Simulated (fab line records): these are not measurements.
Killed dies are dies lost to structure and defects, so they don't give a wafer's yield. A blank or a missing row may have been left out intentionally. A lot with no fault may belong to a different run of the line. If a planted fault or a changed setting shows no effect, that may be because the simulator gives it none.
Split-lot study || flow rit cmos || 23 wafers read from 5 lots, route of 202 steps

== ON THE SPLIT ==
At RIT_GATE_CVD_08 (deposits poly-Si from SiH4, target thk 250 nm, time 2220 s), the setting sih4 flow sccm was moved away from the recipe's 100 sccm on 15 of the 23 wafers read, by -9.6% to -7.4%. All remaining wafers had this setting at the recipe value.

No step appears in the file between the split and the reading.

== THE READING ==
At RIT_GATE_THK_MEAS_09: GATE_POLY_THK, given in nm. A value of 251.0 nm with a standard deviation of 1.8 nm is what fault-free wafers of this fab line usually give.

{"wafer": "L074.2", "tool, chamber at the split": "-, -", "sih4 flow sccm as run, sccm": 92.6, "against the recipe": "-7.4%", "GATE_POLY_THK, nm": 232.9, "against lot-mates on the recipe": "no lot-mate on the recipe"}
{"wafer": "L074.3", "tool, chamber at the split": "-, -", "sih4 flow sccm as run, sccm": 92.6, "against the recipe": "-7.4%", "GATE_POLY_THK, nm": 231.8, "against lot-mates on the recipe": "no lot-mate on the recipe"}
{"wafer": "L074.4", "tool, chamber at the split": "-, -", "sih4 flow sccm as run, sccm": 92.6, "against the recipe": "-7.4%", "GATE_POLY_THK, nm": 233.0, "against lot-mates on the recipe": "no lot-mate on the recipe"}
{"wafer": "L074.5", "tool, chamber at the split": "-, -", "sih4 flow sccm as run, sccm": 92.6, "against the recipe": "-7.4%", "GATE_POLY_THK, nm": 230.2, "against lot-mates on the recipe": "no lot-mate on the recipe"}
{"wafer": "L074.6", "tool, chamber at the split": "-, -", "sih4 flow sccm as run, sccm": 92.6, "against the recipe": "-7.4%", "GATE_POLY_THK, nm": 230.9, "against lot-mates on the recipe": "no lot-mate on the recipe"}
{"wafer": "L076.2", "tool, chamber at the split": "lpcvd-02, 1", "sih4 flow sccm as run, sccm": 100, "against the recipe": "recipe", "GATE_POLY_THK, nm": 252.1, "against lot-mates on the recipe": "-"}
{"wafer": "L076.5", "tool, chamber at the split": "lpcvd-02, 1", "sih4 flow sccm as run, sccm": 100, "against the recipe": "recipe", "GATE_POLY_THK, nm": 252.3, "against lot-mates on the recipe": "-"}
{"wafer": "L076.6", "tool, chamber at the split": "lpcvd-02, 1", "sih4 flow sccm as run, sccm": 100, "against the recipe": "recipe", "GATE_POLY_THK, nm": 252.0, "against lot-mates on the recipe": "-"}
{"wafer": "L077.1", "tool, chamber at the split": "-, -", "sih4 flow sccm as run, sccm": 90.95, "against the recipe": "-9.1%", "GATE_POLY_THK, nm": 227.7, "against lot-mates on the recipe": "no lot-mate on the recipe"}
{"wafer": "L077.3", "tool, chamber at the split": "-, -", "sih4 flow sccm as run, sccm": 90.95, "against the recipe": "-9.1%", "GATE_POLY_THK, nm": 227.7, "against lot-mates on the recipe": "no lot-mate on the recipe"}
{"wafer": "L077.4", "tool, chamber at the split": "-, -", "sih4 flow sccm as run, sccm": 90.95, "against the recipe": "-9.1%", "GATE_POLY_THK, nm": 227.5, "against lot-mates on the recipe": "no lot-mate on the recipe"}
{"wafer": "L077.5", "tool, chamber at the split": "-, -", "sih4 flow sccm as run, sccm": 90.95, "against the recipe": "-9.1%", "GATE_POLY_THK, nm": 228.4, "against lot-mates on the recipe": "no lot-mate on the recipe"}
{"wafer": "L077.6", "tool, chamber at the split": "-, -", "sih4 flow sccm as run, sccm": 90.95, "against the recipe": "-9.1%", "GATE_POLY_THK, nm": 226.9, "against lot-mates on the recipe": "no lot-mate on the recipe"}
{"wafer": "L079.1", "tool, chamber at the split": "-, -", "sih4 flow sccm as run, sccm": 100, "against the recipe": "recipe", "GATE_POLY_THK, nm": 250.2, "against lot-mates on the recipe": "-"}
{"wafer": "L079.2", "tool, chamber at the split": "-, -", "sih4 flow sccm as run, sccm": 100, "against the recipe": "recipe", "GATE_POLY_THK, nm": 250.3, "against lot-mates on the recipe": "-"}
{"wafer": "L079.4", "tool, chamber at the split": "-, -", "sih4 flow sccm as run, sccm": 100, "against the recipe": "recipe", "GATE_POLY_THK, nm": 250.3, "against lot-mates on the recipe": "-"}
{"wafer": "L079.5", "tool, chamber at the split": "-, -", "sih4 flow sccm as run, sccm": 100, "against the recipe": "recipe", "GATE_POLY_THK, nm": 252.1, "against lot-mates on the recipe": "-"}
{"wafer": "L079.6", "tool, chamber at the split": "-, -", "sih4 flow sccm as run, sccm": 100, "against the recipe": "recipe", "GATE_POLY_THK, nm": 249.7, "against lot-mates on the recipe": "-"}
{"wafer": "L082.1", "tool, chamber at the split": "-, -", "sih4 flow sccm as run, sccm": 90.43, "against the recipe": "-9.6%", "GATE_POLY_THK, nm": 227.9, "against lot-mates on the recipe": "no lot-mate on the recipe"}
{"wafer": "L082.2", "tool, chamber at the split": "-, -", "sih4 flow sccm as run, sccm": 90.43, "against the recipe": "-9.6%", "GATE_POLY_THK, nm": 228.6, "against lot-mates on the recipe": "no lot-mate on the recipe"}
{"wafer": "L082.4", "tool, chamber at the split": "-, -", "sih4 flow sccm as run, sccm": 90.43, "against the recipe": "-9.6%", "GATE_POLY_THK, nm": 229.1, "against lot-mates on the recipe": "no lot-mate on the recipe"}
{"wafer": "L082.5", "tool, chamber at the split": "-, -", "sih4 flow sccm as run, sccm": 90.43, "against the recipe": "-9.6%", "GATE_POLY_THK, nm": 230.3, "against lot-mates on the recipe": "no lot-mate on the recipe"}
{"wafer": "L082.6", "tool, chamber at the split": "-, -", "sih4 flow sccm as run, sccm": 90.43, "against the recipe": "-9.6%", "GATE_POLY_THK, nm": 227.4, "against lot-mates on the recipe": "no lot-mate on the recipe"}

THE FIT
A straight line over all 23 wafers: GATE_POLY_THK changes by +2.48 nm for each +1% of sih4 flow sccm; r = +0.99; the points scatter about the line by 1.4 nm.
Too few moved wafers have a lot-mate on the recipe to fit a line with each lot's own level taken away.

== THE WHOLE CHAIN: every reading that the file lists as answering this split, in the file's order ==
{"step": "RIT_GATE_CVD_08", "what it does": "deposits poly-Si from SiH4, target thk 250 nm, time 2220 s", "reading": "poly-Si_of_GATE_CVD_08.thk nm (the simulator's own value, which no gauge read)", "change (the file's fit)": "+2.49 nm for each +1% of the setting", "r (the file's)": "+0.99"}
{"step": "RIT_GATE_THK_MEAS_09", "what it does": "", "reading": "GATE_POLY_THK", "change (the file's fit)": "+2.49 for each +1% of the setting", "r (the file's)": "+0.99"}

== THE FILE'S OWN FIT ==
GATE_POLY_THK changes by +2.49 nm for each +1% of sih4 flow sccm, r = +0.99.
